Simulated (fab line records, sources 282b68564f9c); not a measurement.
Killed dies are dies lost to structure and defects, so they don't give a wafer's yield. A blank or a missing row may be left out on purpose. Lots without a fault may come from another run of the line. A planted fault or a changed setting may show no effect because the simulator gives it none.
fab line records | flow rit_cmos
record lots=13 wafers=39 last_day=7
route steps=202 shown ACTIVE@1 PWELL@45 PRETRO@73 NLDD@106 PLDD@124
lots that met no fault: from a run of the same line without faults
start_h: hours from the record's first day to the start of the lot's first wafer shown | wait_h: hours since the lot's step before | " the same as in the row above | L1.1+2: a row that stands for several wafers | - no value, or no start given | * or withheld: withheld | < > ~ a bound
route shown NAME@n: a module of which the file shows steps, and the number in the route of the first | usual: mean/standard deviation of fault-free wafers | same: alike in all rows | chamber/n: place in a boat | sites: the reading at each site | _std_site: their standard deviation | _edge_site: outer sites' mean less inner sites' | radius_mm: how far each site lies from the wafer's centre | mask NAME#n: copy n | behind: the tool/chamber that last shaped the wafer | hold: why the lot was held/for how many hours/how that ended | device: the transistor (n, p or np) that didn't switch | end of line: the same wafers' tests at the end of the route | a step without rows: its recipe alone | killed: dies lost to structure and defects at the first sort, not the wafer's yield | map: a wafer's dies, x killed, . not, _ none there
set.NAME: the setting as run; set.NAME@STEP: as run at that earlier step | model.NAME: the simulator's own value behind a step, which no gauge read
steps of the route over a sample of lots; a table a step, a row a wafer
services: from which hour (start_h, from the record's first day; less than 0 if before it) a tool's chamber was out of use, for how many hours, and why
## steps
# step RIT_ACTIVE_BOW_MEAS_00
# recipe mode=bow
# usual INCOMING_BOW=-1/6.2
# columns lot.wafer tool chamber start_h wait_h INCOMING_BOW[um]
L819.1 film_metro-01 - 15.00 - 6
L819.2 " - " " 6
L819.5 " - " " 2
L821.1 film_metro-03 - 25.00 - -2
L821.3 " - " " 20
L821.4 " - " " -13
L822.2 film_metro-01 - 30.02 - 2
L822.5 " - " " 1
L822.6 " - " " -5
L823.1 film_metro-03 - 35.00 - 2
L823.2 " - " " 4
L823.5 " - " " -4
L824.3 film_metro-03 - 40.04 - -4
L824.5 " - " " -6
L824.6 " - " " 5
L825.2 film_metro-02 - 45.02 - -8
L825.3 " - " " -3
L825.6 " - " " -7
L827.1 film_metro-01 - 55.00 - 3
L827.2 " - " " 0
L827.4 " - " " -5
L828.1 film_metro-03 - 60.00 - -3
L828.2 " - " " -5
L828.3 " - " " -1
L829.2 film_metro-02 - 65.02 - -3
L829.3 " - " " 0
L829.4 " - " " 5
L832.3 film_metro-03 - 80.04 - 1
L832.5 " - " " 6
L832.6 " - " " -2
L833.2 film_metro-02 - 85.02 - -1
L833.3 " - " " -1
L833.5 " - " " -16
L834.2 film_metro-02 - 90.02 - 5
L834.3 " - " " -6
L834.6 " - " " 3
L840.1 film_metro-02 - 120.00 - 0
L840.4 " - " " 0
L840.6 " - " " -1
# step RIT_PWELL_OVL_MEAS_06
# usual PWELL_OVL=-0.6/1.4
# columns lot.wafer tool chamber start_h wait_h PWELL_OVL[nm]
L819.1 overlay-01 - 27.59 - 0.0
L819.2 " - " " -0.8
L819.5 " - " " -1.4
L821.1 overlay-01 - 36.85 - -1.1
L821.3 " - " " -0.9
L821.4 " - " " -0.6
L822.2 overlay-02 - 41.98 - 0.4
L822.5 " - " " 1.0
L822.6 " - " " 1.9
L823.1 overlay-01 - 46.92 - -1.4
L823.2 " - " " -2.1
L823.5 " - " " -1.6
L824.3 overlay-02 - 52.62 - -2.4
L824.5 " - " " -3.7
L824.6 " - " " -0.5
L825.2 overlay-02 - 57.28 - -1.5
L825.3 " - " " 0.4
L825.6 " - " " 0.5
L827.1 overlay-02 - 68.61 - -0.1
L827.2 " - " " -1.7
L827.4 " - " " -1.3
L828.1 overlay-02 - 75.01 - -1.3
L828.2 " - " " 0.4
L828.3 " - " " 1.3
L829.2 overlay-01 - 79.68 - -2.2
L829.3 " - " " 0.4
L829.4 " - " " -1.6
L832.3 overlay-01 - 92.58 - -0.2
L832.5 " - " " -0.8
L832.6 " - " " 0.4
L833.2 overlay-02 - 98.47 - -1.9
L833.3 " - " " -1.2
L833.5 " - " " 0.1
L834.2 overlay-02 - 102.02 - -2.3
L834.3 " - " " -3.8
L834.6 " - " " -2.4
L840.1 overlay-02 - 132.74 - -1.2
L840.4 " - " " -0.1
L840.6 " - " " -0.6
# step RIT_PRETRO_STRIP_09
# recipe chemistry=O2 time_s=180 resist=NOVOLAK platen_temp_c=withheld power_w=500 pressure_mtorr=4000 o2_flow_sccm=4000
# usual drypump_motor_current_A=5.56/0.21 o2_flow_sccm=4001/12
# columns lot.wafer tool chamber start_h wait_h drypump_motor_current_A o2_flow_sccm rf_hours_counter_h
L819.1 plasma_asher-04 1 36.76 0.1 5.56 3981 25
L819.2 " 0 " " 5.21 4011 25
L819.5 " 1 " " 5.57 3981 -
L821.1 plasma_asher-02 0 46.35 0.1 5.75 3977 39
L821.3 " 1 " " 5.40 4011 -
L821.4 " 0 " " 5.74 3995 -
L822.2 plasma_asher-03 0 50.96 0.1 5.71 4016 40
L822.5 " 0 " " 5.73 4009 -
L822.6 " 1 " " 5.73 4017 -
L823.1 plasma_asher-03 0 56.62 0.1 5.74 4018 41
L823.2 " 1 " " 5.72 3993 41
L823.5 " 1 " " 5.74 3999 -
L824.3 plasma_asher-04 0 61.53 0.1 5.21 4008 -
L824.5 " 0 " " 5.21 4010 -
L824.6 " 1 " " 5.56 3996 -
L825.2 plasma_asher-04 1 67.36 0.1 5.56 4015 28
L825.3 " 0 " " 5.17 4021 -
L825.6 " 0 " " 5.20 4004 -
L827.1 plasma_asher-04 1 79.96 0.1 5.55 4002 29
L827.2 " 0 " " 5.18 4010 29
L827.4 " 0 " " 5.20 4005 -
L828.1 plasma_asher-02 0 84.45 0.1 5.72 4001 42
L828.2 " 1 " " 5.38 4008 42
L828.3 " 1 " " 5.38 4001 -
L829.2 plasma_asher-02 1 89.20 0.1 5.40 4007 43
L829.3 " 1 " " 5.38 4005 -
L829.4 " 0 " " 5.74 4009 -
L832.3 plasma_asher-04 0 101.52 0.1 5.22 4005 -
L832.5 " 1 " " 5.55 3998 -
L832.6 " 0 " " 5.22 4012 -
L833.2 plasma_asher-04 1 107.40 0.1 5.57 4008 33
L833.3 " 1 " " 5.57 3995 -
L833.5 " 0 " " 5.17 3993 -
L834.2 plasma_asher-04 0 111.02 0.1 5.21 4008 33
L834.3 " 0 " " 5.21 4014 -
L834.6 " 1 " " 5.56 4025 -
L840.1 plasma_asher-03 0 141.65 0.1 5.74 3989 51
L840.4 " 1 " " 5.70 3997 -
L840.6 " 0 " " 5.74 3994 -
# step RIT_NLDD_EXPOSE_03
# recipe mask_id=M7 na=0.57 target_cd_nm=40700 dose_mj=250
# columns lot.wafer tool chamber start_h wait_h mask
L819.1+2+5 iline_stepper-01 0 48.97 0.2 M7#0
L821.1+3+4 iline_stepper-01 0 56.43 0.1 M7#0
L822.2+5+6 iline_stepper-01 0 61.68 0.1 M7#0
L823.1+2+5 iline_stepper-01 0 67.21 0.1 M7#0
L824.3+5+6 iline_stepper-01 0 72.61 0.1 M7#0
L825.2+3+6 iline_stepper-02 0 81.95 0.2 M7#0
L827.1+2+4 iline_stepper-02 0 90.47 0.2 M7#0
L828.1+2+3 iline_stepper-01 0 93.98 0.2 M7#0
L829.2+3+4 iline_stepper-02 0 98.95 0.3 M7#0
L832.3+5+6 iline_stepper-01 0 110.66 0.2 M8#0
L833.2+3+5 iline_stepper-02 0 116.65 0.2 M7#0
L834.2+3+6 iline_stepper-02 0 120.24 0.1 M7#0
L840.1+4+6 iline_stepper-01 0 150.44 0.1 M7#0
# step RIT_NLDD_OVL_MEAS_06
# usual NLDD_OVL=0.1/1.3
# columns lot.wafer tool chamber start_h wait_h NLDD_OVL[nm]
L819.1 overlay-01 - 49.37 - -0.8
L819.2 " - " " -1.6
L819.5 " - " " 0.2
L821.1 overlay-02 - 56.83 - 0.1
L821.3 " - " " 1.0
L821.4 " - " " -0.7
L822.2 overlay-02 - 62.07 - 1.0
L822.5 " - " " -1.8
L822.6 " - " " 0.0
L823.1 overlay-01 - 67.63 - -1.2
L823.2 " - " " 0.9
L823.5 " - " " 0.8
L824.3 overlay-02 - 72.98 - -0.6
L824.5 " - " " -0.9
L824.6 " - " " -0.5
L825.2 overlay-02 - 82.34 - -1.9
L825.3 " - " " -0.4
L825.6 " - " " -0.8
L827.1 overlay-02 - 90.87 - -0.1
L827.2 " - " " 0.5
L827.4 " - " " 0.6
L828.1 overlay-01 - 94.38 - 1.8
L828.2 " - " " 2.1
L828.3 " - " " 1.8
L829.2 overlay-02 - 99.41 - 1.9
L829.3 " - " " 2.6
L829.4 " - " " 1.3
L832.3 overlay-02 - 111.04 - -
L832.5 " - " " -
L832.6 " - " " -
L833.2 overlay-01 - 117.04 - -0.7
L833.3 " - " " -1.7
L833.5 " - " " 0.4
L834.2 overlay-01 - 120.63 - 0.1
L834.3 " - " " -0.3
L834.6 " - " " -1.1
L840.1 overlay-02 - 150.84 - 1.0
L840.4 " - " " 1.1
L840.6 " - " " 1.6
# step RIT_NLDD_TW_MEAS_10
# usual NLDD_TW=2501/43
# columns lot.wafer tool chamber start_h wait_h NLDD_TW
L819.1 film_metro-01 - 49.88 0.1 2445
L819.2 " - " " 2453
L819.5 " - " " 2465
L821.1 film_metro-02 - 57.35 0.1 2484
L821.3 " - " " 2492
L821.4 " - " " 2498
L822.2 film_metro-01 - 62.59 0.1 2473
L822.5 " - " " 2454
L822.6 " - " " 2466
L823.1 film_metro-02 - 68.14 0.1 2480
L823.2 " - " " 2479
L823.5 " - " " 2489
L824.3 film_metro-01 - 73.50 0.1 2460
L824.5 " - " " 2470
L824.6 " - " " 2444
L825.2 film_metro-01 - 82.85 0.1 2464
L825.3 " - " " 2464
L825.6 " - " " 2464
L827.1 film_metro-03 - 91.38 0.1 2555
L827.2 " - " " 2556
L827.4 " - " " 2550
L828.1 film_metro-01 - 94.89 0.1 2453
L828.2 " - " " 2464
L828.3 " - " " 2457
L829.2 film_metro-02 - 100.01 0.1 2503
L829.3 " - " " 2513
L829.4 " - " " 2501
L832.3 film_metro-03 - 111.55 0.1 31
L832.5 " - " " 31
L832.6 " - " " 31
L833.2 film_metro-01 - 117.72 0.1 2460
L833.3 " - " " 2468
L833.5 " - " " 2459
L834.2 film_metro-03 - 121.15 0.1 2579
L834.3 " - " " 2557
L834.6 " - " " 2555
L840.1 film_metro-01 - 151.35 0.1 2464
L840.4 " - " " 2442
L840.6 " - " " 2454
# step RIT_PLDD_TW_MEAS_10
# usual PLDD_TW=2366/42
# columns lot.wafer tool chamber start_h wait_h PLDD_TW
L819.1 film_metro-03 - 51.53 0.1 2401
L819.2 " - " " 2383
L819.5 " - " " 2396
L821.1 film_metro-01 - 58.77 0.1 2314
L821.3 " - " " 2313
L821.4 " - " " 2313
L822.2 film_metro-03 - 64.19 0.1 2414
L822.5 " - " " 2399
L822.6 " - " " 2411
L823.1 film_metro-03 - 69.56 0.1 2396
L823.2 " - " " 2404
L823.5 " - " " 2399
L824.3 film_metro-01 - 74.92 0.1 2326
L824.5 " - " " 2325
L824.6 " - " " 2313
L825.2 film_metro-03 - 84.27 0.1 2394
L825.3 " - " " 2395
L825.6 " - " " 2395
L827.1 film_metro-03 - 92.80 0.1 2409
L827.2 " - " " 2404
L827.4 " - " " 2401
L828.1 film_metro-01 - 96.44 0.1 2321
L828.2 " - " " 2310
L828.3 " - " " 2322
L829.2 film_metro-02 - 101.64 0.1 2382
L829.3 " - " " 2356
L829.4 " - " " 2357
L832.3 film_metro-03 - 113.01 0.1 2953
L832.5 " - " " 2947
L832.6 " - " " 2971
L833.2 film_metro-03 - 119.14 0.1 2410
L833.3 " - " " 2421
L833.5 " - " " 2422
L834.2 film_metro-01 - 122.69 0.1 2317
L834.3 " - " " 2298
L834.6 " - " " 2312
L840.1 film_metro-01 - 152.77 0.1 2318
L840.4 " - " " 2326
L840.6 " - " " 2323
## services
# columns tool chamber start_h hours kind
iline_stepper-02 - 46.82 7.0 repair
plasma_asher-03 - 61.16 2.7 repair
plasma_asher-02 - 70.02 8.1 repair
iline_stepper-02 - 70.42 1.7 pm
iline_stepper-01 - 77.06 1.7 pm
iline_stepper-02 0 95.01 - calibration
iline_stepper-01 - 97.88 9.3 repair
plasma_asher-02 - 108.75 9.0 pm
plasma_asher-02 0 108.75 9.0 vent_cycle
plasma_asher-02 1 108.75 9.0 vent_cycle
plasma_asher-02 0 117.75 - clean
plasma_asher-02 1 117.75 - clean
iline_stepper-01 0 146.74 - calibration
## key
first_sign step=RIT_NLDD_EXPOSE_03 reading=mask direction=changed
effect step=RIT_NLDD_OVL_MEAS_06 reading=NLDD_OVL direction=missing
effect step=RIT_NLDD_TW_MEAS_10 reading=NLDD_TW direction=down sigmas=57 usual=2501 struck=31
effect step=RIT_PLDD_TW_MEAS_10 reading=PLDD_TW direction=up sigmas=14 usual=2366 struck=2957
met_at RIT_NLDD_EXPOSE_03
struck_lots L832
sort_left_out L832.3,L832.5,L832.6
tester_left_out L832
not_acting_at RIT_ACTIVE_BOW_MEAS_00,RIT_PWELL_OVL_MEAS_06,RIT_PRETRO_STRIP_09
onset_between 93.98 110.66
fault kind=wrong_mask tool=any chamber=- onset_h=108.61 steps=RIT_NLDD_EXPOSE_03 aux_copy=M8#0 scope=struck_lots_only
# tester_left_out: of these lots the tester's yield and bins aren't shown, on N5 and GAA mostly nor the transistor test; their killed dies are dies lost to structure and defects alone, not to doping, threshold or leakage, so they don't give the yield
# sort_left_out: the simulated sort isn't trusted on such a fault, so these wafers' sort isn't shown, and their yield isn't known
